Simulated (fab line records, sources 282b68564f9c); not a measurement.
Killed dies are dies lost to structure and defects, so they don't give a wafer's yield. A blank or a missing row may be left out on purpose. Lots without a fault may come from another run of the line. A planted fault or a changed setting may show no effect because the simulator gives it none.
Which tool did it? | flow rit_cmos | 14 lots, 42 wafers sampled, at 3 steps of a route of 202

WHAT THE GAUGES READ, wafer by wafer
RIT_NWELL_TW_MEAS_10.
lot  | measured    | on            | NWELL_TW
L358 | day 1 21:22 | film_metro-02 | 2146 2140 2151
L359 | day 2 01:55 | film_metro-03 | 2148 2144 2136
L360 | day 2 08:50 | film_metro-03 | 2149 2145 2153
L361 | day 2 13:26 | film_metro-03 | 2143 2150 2135
L362 | day 2 18:35 | film_metro-03 | 2146 2140 2152
L363 | day 2 22:25 | film_metro-02 | 2132 2137 2133
L370 | day 4 12:56 | film_metro-02 | 2316 2319 2320
L372 | day 4 21:36 | film_metro-03 | 2331 2326 2335
L374 | day 5 06:35 | film_metro-04 | 2112 2137 2132
L375 | day 5 10:01 | film_metro-04 | 2136 2130 2133
L376 | day 5 15:31 | film_metro-03 | 2145 2138 2131
L378 | day 6 00:50 | film_metro-04 | 2119 2100 2112
L379 | day 6 08:22 | film_metro-04 | 2108 2104 2114
L381 | day 6 17:12 | film_metro-03 | 2142 2134 2142

RIT_WELLDRIVE_RS_MEAS_01: measures by four-point-probe.
lot  | measured    | on            | NWELL_RS (ohm/sq)
L358 | day 2 04:29 | film_metro-03 | 275.6 275.5 275.4
L359 | day 2 08:41 | film_metro-02 | 275.9 276.4 276.0
L360 | day 2 15:49 | film_metro-04 | 276.4 275.5 275.5
L361 | day 2 21:05 | film_metro-02 | 275.7 275.1 275.7
L362 | day 3 01:25 | film_metro-04 | 274.0 274.9 274.2
L363 | day 3 05:25 | film_metro-04 | 275.6 277.1 276.0
L370 | day 4 19:49 | film_metro-02 | 236.8 237.1 236.5
L372 | day 5 04:40 | film_metro-04 | 234.8 235.1 234.9
L374 | day 5 13:17 | film_metro-04 | 276.2 276.1 276.3
L375 | day 5 16:43 | film_metro-04 | 276.1 276.2 276.2
L376 | day 5 22:31 | film_metro-04 | 276.0 276.1 275.8
L378 | day 6 07:34 | film_metro-02 | 276.6 277.1 277.3
L379 | day 6 15:04 | film_metro-04 | 276.8 276.0 277.0
L381 | day 7 00:05 | film_metro-02 | 277.1 276.4 276.4

WHICH TOOL RAN EACH LOT (tool, then ch and the chambers of the sampled wafers, then the start)
lot  | RIT_NWELL_IMPLANT_08
L358 | implanter-04 ch 0, day 1 21:04
L359 | implanter-01 ch 0, day 2 01:35
L360 | implanter-03 ch 0, day 2 08:30
L361 | implanter-04 ch 0, day 2 13:07
L362 | implanter-01 ch 0, day 2 18:16
L363 | implanter-03 ch 0, day 2 22:06
L370 | implanter-03 ch 0, day 4 12:36
L372 | implanter-03 ch 0, day 4 21:19
L374 | implanter-01 ch 0, day 5 06:16
L375 | implanter-01 ch 0, day 5 09:42
L376 | implanter-01 ch 0, day 5 15:13
L378 | implanter-01 ch 0, day 6 00:31
L379 | implanter-04 ch 0, day 6 08:02
L381 | implanter-01 ch 0, day 6 16:55
- RIT_NWELL_IMPLANT_08

WHAT THE TOOLS THEMSELVES READ (means of the sampled wafers that have a number; where no wafer has one, the mark that the record gives instead)
RIT_NWELL_IMPLANT_08.
lot  | tool         | dose_ions_cm2 | faraday_current_uA
L358 | implanter-04 | 5e+13         | 159
L359 | implanter-01 | 5e+13         | 160
L360 | implanter-03 | 5e+13         | 159
L361 | implanter-04 | 5e+13         | 162
L362 | implanter-01 | 5e+13         | 158
L363 | implanter-03 | 5e+13         | 159
L370 | implanter-03 | 7e+13         | 206
L372 | implanter-03 | 6e+13         | 207
L374 | implanter-01 | 5e+13         | 157
L375 | implanter-01 | 5e+13         | 158
L376 | implanter-01 | 5e+13         | 160
L378 | implanter-01 | 5e+13         | 162
L379 | implanter-04 | 5e+13         | 159
L381 | implanter-01 | 5e+13         | 159

THE ANSWER, worked out from the rows above alone
Rule: what is usual is taken from the lots themselves. Put in order of their means at a reading, lots are off if they are a third of the lots or fewer, leave a main group of 4 or more, and stand apart from it by a gap of 3 or more times the standard deviation of the main group's means; of several such gaps the widest counts. A main group whose means are all the same, to the digits that the tables above print for the reading, isn't used. A lot without any number at a reading at which 4 lots or more have one is off too. The other lots that the step has rows for count as sound. The gauges are gone through in route order, then the tools' own readings, and for those a lot's mean is taken as printed above. The first step at which some lot is off is used, and at that step the reading that is off furthest; a lot without a number counts as furthest.
Off: L370, L372, at RIT_NWELL_TW_MEAS_10 (NWELL_TW). The main group: mean 2135, standard deviation 13.
A tool fits if, at a process step before that reading, it ran every lot that is off, and no sound lot after the first of them. The gauges at RIT_NWELL_TW_MEAS_10 aren't tried: what is off there is off at RIT_NWELL_IMPLANT_08 too, on other tools, and a gauge's error can't cause that. One fits: implanter-03 at RIT_NWELL_IMPLANT_08. Its last sound lot is L363 (day 2 22:06), its first lot that is off L370 (day 4 12:36): a fault that began between those two fits.
The tool's own readings at RIT_NWELL_IMPLANT_08 bear it out: on the lots that are off they differ by more than 5 times the standard deviation of the sound lots' means. dose_ions_cm2 reads 6e+13 there against 5e+13 on the sound lots; faraday_current_uA reads 206 there against 159 on the sound lots.

WHAT THE SIMULATOR HAD PUT IN
Process parameter drift: implanter-03, from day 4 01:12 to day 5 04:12, at RIT_NWELL_IMPLANT_08. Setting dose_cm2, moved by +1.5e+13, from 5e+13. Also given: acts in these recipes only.
Lots struck among those shown: L370, L372. The rule above found the same.
